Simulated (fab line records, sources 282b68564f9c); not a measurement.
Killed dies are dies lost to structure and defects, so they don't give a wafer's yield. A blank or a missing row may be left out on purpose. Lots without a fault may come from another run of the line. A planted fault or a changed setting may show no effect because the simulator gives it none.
Which tool did it? | flow rit_cmos | 7 lots, 21 wafers sampled, at 2 steps of a route of 202

WHAT THE GAUGES READ, wafer by wafer
RIT_M1_RS_MEAS_01: measures by four-point-probe.
lot  | measured    | on            | M1_AL_RS (ohm/sq)
L779 | day 3 12:34 | film_metro-03 | 0.0744 0.0739 0.0744
L781 | day 3 23:35 | film_metro-02 | 0.0747 0.0742 0.0753
L786 | day 4 23:01 | film_metro-03 | 0.0817 0.0818 0.0817
L789 | day 5 13:47 | film_metro-04 | 0.0750 0.0752 0.0750
L793 | day 6 12:26 | film_metro-02 | 0.0745 0.0736 0.0743
L797 | day 7 04:44 | film_metro-04 | 0.0734 0.0736 0.0740
L800 | day 8 00:34 | film_metro-03 | 0.0736 0.0734 0.0730

WHICH TOOL RAN EACH LOT (tool, then ch and the chambers of the sampled wafers, then the start)
lot  | RIT_M1_SPUTTER_00
L779 | pvd_sputter-04, day 3 12:16
L781 | pvd_sputter-03, day 3 23:17
L786 | pvd_sputter-04, day 4 22:44
L789 | pvd_sputter-03, day 5 13:29
L793 | pvd_sputter-03, day 6 12:08
L797 | pvd_sputter-03, day 7 04:25
L800 | pvd_sputter-03, day 8 00:16
- RIT_M1_SPUTTER_00: material Al, target thk 400 nm, time 500 s.

THE ANSWER, worked out from the rows above alone
Rule: what is usual is taken from the lots themselves. Put in order of their means at a reading, lots are off if they are a third of the lots or fewer, leave a main group of 4 or more, and stand apart from it by a gap of 3 or more times the standard deviation of the main group's means; of several such gaps the widest counts. A main group whose means are all the same, to the digits that the tables above print for the reading, isn't used. A lot without any number at a reading at which 4 lots or more have one is off too. The other lots that the step has rows for count as sound.
Off: L786, at RIT_M1_RS_MEAS_01 (M1_AL_RS). The main group: mean 0.0742 ohm/sq, standard deviation 0.00059.
A tool fits if, at a process step before that reading, it ran every lot that is off, and no sound lot after the first of them. The gauges at RIT_M1_RS_MEAS_01 are tried like those tools. One fits: pvd_sputter-04 at RIT_M1_SPUTTER_00. Its last sound lot is L779 (day 3 12:16), its first lot that is off L786 (day 4 22:44): a fault that began between those two fits.

WHAT THE SIMULATOR HAD PUT IN
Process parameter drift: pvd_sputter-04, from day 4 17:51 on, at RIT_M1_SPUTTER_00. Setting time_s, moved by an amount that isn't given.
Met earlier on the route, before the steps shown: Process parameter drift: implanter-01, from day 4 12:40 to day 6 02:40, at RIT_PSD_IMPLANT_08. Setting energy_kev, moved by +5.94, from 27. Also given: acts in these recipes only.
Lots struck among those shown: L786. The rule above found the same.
